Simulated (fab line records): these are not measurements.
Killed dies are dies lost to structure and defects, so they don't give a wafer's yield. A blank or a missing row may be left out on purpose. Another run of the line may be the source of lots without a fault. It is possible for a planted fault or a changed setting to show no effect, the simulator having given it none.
Comparing a struck lot with a sound one    flow rit cmos    15 out of 202 route steps
Sound: the wafers L945.3, L945.4, L945.6. Wafers struck: L955.2, L955.4, L955.6. Last of all comes the cause.
At each step with rows: each side's tool, then ch and its chambers, then its first start. Under that, the readings that differ: sound wafers    struck wafers    difference of the means    sigmas: that difference in standard deviations of wafers without a fault.
alike: a reading whose means differ by less than 2 such deviations, as well as words and numbers matching on both sides. not compared: withheld readings; readings where some wafer has no value; bounds like >300 that might hide an equal value; numbers whose values overlap and for which the record gives no deviation.
The two part at a step that has a row with sigmas, a row that says differs or no value, or rows on one side only. Numbers that have no deviation but don't overlap get no sigmas and don't part them. A reading that every wafer of one side lacks parts them only if that side has two wafers or more.

first, 6 steps without rows for these wafers: RIT_PRETRO_HMDS_00 (prime time 60 s); RIT_PRETRO_COAT_01 (resist thk 1300 nm); RIT_PRETRO_SOFTBAKE_02 (time 60 s); RIT_PRETRO_EXPOSE_03 (exposes mask M5, target cd 43700 nm); RIT_PRETRO_PEB_04; RIT_PRETRO_DEVELOP_05 (develop time 68 s).
RIT_PRETRO_OVL_MEAS_06:
  sound on overlay-02 at day 3 20:34; struck on overlay-01 at day 6 05:26
  alike: PRETRO_OVL
then, 2 steps without rows for these wafers: RIT_PRETRO_HARDBAKE_07 (time 120 s); RIT_PRETRO_IMPLANT_08.
RIT_PRETRO_STRIP_09: strips in O2, time 180 s.
  sound on plasma asher-04 ch 0,1, day 3 21:03; struck on plasma asher-03 ch 0,1, day 6 05:52
reading                      sound        struck       difference  sigmas
drypump motor current A (A)  5.3 5.2 5.2  6.0 6.4 6.4  +1.0        +2
  alike: rf refl power W
  not compared: rf hours counter h
RIT_PRETRO_TW_MEAS_10:
  sound on film metro-03 at day 3 21:11; struck on film metro-02 at day 6 06:03
  alike: PRETRO_TW
then, 1 step without rows for these wafers: RIT_GATE_WET_ETCH_00 (etches SiO2 in BOE, target depth 56 nm, time 60 s).
RIT_GATE_CLEAN_01: cleans in SC1, time 607.7 s.
  sound on wet bench-03 ch 2, day 3 21:16; struck on wet bench-01 ch 3, day 6 06:09
  no value came back on the struck wafers for bath guard temp C (C), bath heat duty pct (%); on the sound wafers bath guard temp C (C) reads 74.9 74.5 74.7
then, 1 step without rows for these wafers: RIT_GATE_CLEAN_02 (cleans in dHF, time 30 s).
RIT_M1_PROBE_99:
  sound on prober-02 at day 5 04:56; struck on prober-01 at day 7 11:49
  alike: killed at contacts, killed at front end, killed dies, killed open, killed short

WHERE THEY PART
First at RIT_PRETRO_STRIP_09; last, within this record, at RIT_GATE_CLEAN_01. Later steps at which nothing parts them and some readings are alike: RIT_M1_PROBE_99.

WHY: what the simulator had put in
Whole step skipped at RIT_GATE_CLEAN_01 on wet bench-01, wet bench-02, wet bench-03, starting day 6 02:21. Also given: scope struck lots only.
